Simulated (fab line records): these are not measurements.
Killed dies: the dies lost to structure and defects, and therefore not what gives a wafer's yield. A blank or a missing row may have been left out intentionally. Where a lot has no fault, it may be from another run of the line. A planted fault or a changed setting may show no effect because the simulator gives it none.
Split-lot study | flow ritCmos | route with 202 steps; 5 lots, 23 wafers read

## THE SPLIT
At RIT_NSD_SOFTBAKE_02 (time 60 s), the setting tempC was moved away from the recipe's 90 C on 7 of the 23 wafers read, by -4.0% to +2.3%. This setting was run at the recipe's value on the other wafers.

## FROM THE SPLIT TO THE READING: what the file shows between them, 2 steps
- RIT_NSD_EXPOSE_03: exposes mask M9, target cd 40700 nm
- RIT_NSD_PEB_04

## THE READING
NOVOLAK_of_NSD_COAT_01.thkNm (the simulator's own value, which no gauge read), in nm, at RIT_NSD_DEVELOP_05 (develop time 50 s). No usual value for it is given in the file. Across the 16 wafers here that went through the recipe, the average is 1001.2 nm and the standard deviation 3.1 nm.

wafer  | tool, chamber at the split | tempC as run, C | against the recipe | NOVOLAK_of_NSD_COAT_01.thkNm, nm | against lot-mates on the recipe
L077.1 | lithoTrack-01, 0           | 86.49           | -3.9%              | 1009                             | +8.0
L077.3 | lithoTrack-01, 0           | 86.49           | -3.9%              | 1009                             | +8.0
L077.2 | lithoTrack-01, 0           | 90              | recipe             | 1003                             | -
L077.5 | lithoTrack-01, 0           | 90              | recipe             | 999.1                            | -
L077.6 | lithoTrack-01, 0           | 86.49           | -3.9%              | 1014                             | +13.0
L079.1 | lithoTrack-02, 0           | 90              | recipe             | 1001                             | -
L079.2 | lithoTrack-02, 0           | 90              | recipe             | 997.2                            | -
L079.3 | lithoTrack-02, 0           | 90              | recipe             | 1000                             | -
L079.4 | lithoTrack-02, 0           | 92.04           | +2.3%              | 989.4                            | -10.0
L079.5 | lithoTrack-02, 0           | 92.04           | +2.3%              | 993.7                            | -5.7
L080.1 | lithoTrack-01, 0           | 90              | recipe             | 1004                             | -
L080.2 | lithoTrack-01, 0           | 90              | recipe             | 1006                             | -
L080.3 | lithoTrack-01, 0           | 90              | recipe             | 1007                             | -
L080.5 | lithoTrack-01, 0           | 90              | recipe             | 1002                             | -
L080.6 | lithoTrack-01, 0           | 90              | recipe             | 1002                             | -
L081.1 | lithoTrack-01, 0           | 90              | recipe             | 1003                             | -
L081.2 | lithoTrack-01, 0           | 90              | recipe             | 1003                             | -
L081.3 | lithoTrack-01, 0           | 90              | recipe             | 1002                             | -
L081.5 | lithoTrack-01, 0           | 86.39           | -4.0%              | 1013                             | +10.3
L081.6 | lithoTrack-01, 0           | 86.39           | -4.0%              | 1010                             | +7.3
L082.1 | lithoTrack-04, 0           | 90              | recipe             | 996.9                            | -
L082.4 | lithoTrack-04, 0           | 90              | recipe             | 996.1                            | -
L082.5 | lithoTrack-04, 0           | 90              | recipe             | 997.5                            | -

FIT RESULTS
A straight line over all 23 wafers: NOVOLAK_of_NSD_COAT_01.thkNm changes by -2.78 nm for each +1% of tempC; r = -0.86; the points scatter about the line by 3.2 nm.
The same after taking each lot's own level away (the mean of its wafers on the recipe; 23 wafers): -2.54 nm for each +1%; r = -0.93; scatter 1.9 nm.
That fit puts the effect of the largest move of tempC on the reading at 10 nm.
Across the lots, their own levels run from 996.83 to 1004.20 nm, a range of 2.4 times the standard deviation given above.
Consequently the slope shifts little with the lot-to-lot level, the two slopes agreeing.
Check: with one of the wafers moved furthest among these (-4.0%) left out of the fit, the line predicts +9.76 nm for it against its lot-mates. It came out at +10.3 nm against them.

## FILE'S OWN FIT
NOVOLAK_of_NSD_COAT_01.thkNm changes by -2.57 nm for each +1% of tempC, r = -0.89.
